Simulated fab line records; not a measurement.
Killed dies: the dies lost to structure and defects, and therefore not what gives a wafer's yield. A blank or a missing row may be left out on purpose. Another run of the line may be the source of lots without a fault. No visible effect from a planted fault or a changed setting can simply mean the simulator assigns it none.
A single fault, viewed from 2 desks :: flow berkeley cmos170 :: what lay behind the numbers comes last; until then each desk has only its own

## AT THE TOOL OWNER'S DESK: rie diel-02
The tool's own readings at UCB170_V1_ETCH_14 (etches SiO2 in CHF3/CF4/Ar, stops on Al, target depth 1250 nm, time 291 s): means of the sampled wafers that have a number, for each lot that ran on this tool. Marked OUT: a lot whose mean sits more than 4 standard deviations from the usual mean, which makes it out of limits; the brackets give that distance.
Columns: A = chamber pressure mTorr at UCB170_V1_ETCH_14, usual 199.99 mTorr; B = drypump motor current A at UCB170_V1_ETCH_14, usual 5.78 A; C = oes product au at UCB170_V1_ETCH_14, usual 0.877 a.u.; D = rf fwd power W at UCB170_V1_ETCH_14, usual 698.4 W; E = throttle valve pct at UCB170_V1_ETCH_14, usual 6.94 %
lot: L642
first seen here: day 8 04:32
A: 200.11
B: 5.85
C: 0.881
D: 701.1
E: 6.96

lot: L644
first seen here: day 8 23:10
A: 200.00
B: 5.76
C: 0.868
D: 699.4
E: 7.02

lot: L647
first seen here: day 9 13:20
A: 200.03
B: 5.50
C: 0.873
D: 977.0 (+99 or more) OUT
E: 7.02

lot: L651
first seen here: day 10 09:44
A: 199.80
B: 5.80
C: 0.872
D: 980.1 (+99 or more) OUT
E: 6.98

lot: L662
first seen here: day 13 23:35
A: 200.12
B: 5.51
C: 0.869
D: 697.3
E: 7.02
This desk's finding: out of limits on L647, L651; first on L647, day 9 13:20 (rf fwd power W at UCB170_V1_ETCH_14). In limits: L642, L644, L662.

## AT THE METROLOGY DESK
Lot by lot, what the gauges showed, no matter which tool ran the lot: averages of those sampled wafers that carry a number. Marked OUT: a lot whose mean sits more than 4 standard deviations from the usual mean, which makes it out of limits; the brackets give that distance.
Columns: A = cd nm at UCB170_PLDD_CD_MEAS_06, usual 1200.7 nm; B = M1_AL_RS at UCB170_M1_RS_MEAS_01, usual 0.0486 ohm/sq; C = cd nm at UCB170_V1_CD_MEAS_90, usual 699.4 nm
lot: L642
first seen here: day 6 23:20
A: 1201.1
B: 0.0488
C: 701.2

lot: L644
first seen here: day 7 18:02
A: 1198.3
B: 0.0481
C: 697.1

lot: L646
first seen here: day 8 06:50
A: 1199.7
B: 0.0483
C: 700.6

lot: L643
first seen here: day 8 07:44
A: 1201.3
B: 0.0485
C: 700.2

lot: L647
first seen here: day 8 12:57
A: 1201.7
B: 0.0482
C: 704.3

lot: L651
first seen here: day 9 06:47
A: 1199.1
B: 0.0476
C: 704.4

lot: L657
first seen here: day 10 11:05
A: 1201.3
B: 0.0480
C: 701.5

lot: L660
first seen here: day 11 02:59
A: 1200.8
B: 0.0479
C: 699.5

lot: L658
first seen here: day 11 03:01
A: 1200.1
B: 0.0490
C: 700.5

lot: L661
first seen here: day 11 03:16
A: 1198.8
B: 0.0481
C: 699.4

lot: L662
first seen here: day 12 12:20
A: 1200.4
B: 0.0492
C: 698.0

lot: L663
first seen here: day 12 12:37
A: 1202.0
B: 0.0493
C: 699.6

lot: L665
first seen here: day 13 05:27
A: 1199.3
B: 0.0489
C: 695.2

lot: L664
first seen here: day 13 05:45
A: 1200.7
B: 0.0482
C: 700.3
This desk found nothing out of limits on any of the 14 lots.

## ALL TOGETHER
An alarm could have come from the tool owner's desk at day 9 13:20, on L647, L651.
Nothing out of limits was seen by the metrology desk.
The metrology desk has L647, L651 on record, within its limits.
Every lot named ran UCB170_V1_ETCH_14 on rie diel-02.

## WHAT WAS PUT IN BY THE SIMULATOR
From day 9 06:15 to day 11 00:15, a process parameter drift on rie diel-02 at UCB170_V1_ETCH_14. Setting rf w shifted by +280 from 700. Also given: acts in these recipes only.
Shown lots that were struck: L647, L651.
Time in hours from fault onset to the first out-of-limits reading at each desk: the tool owner's desk, 7.
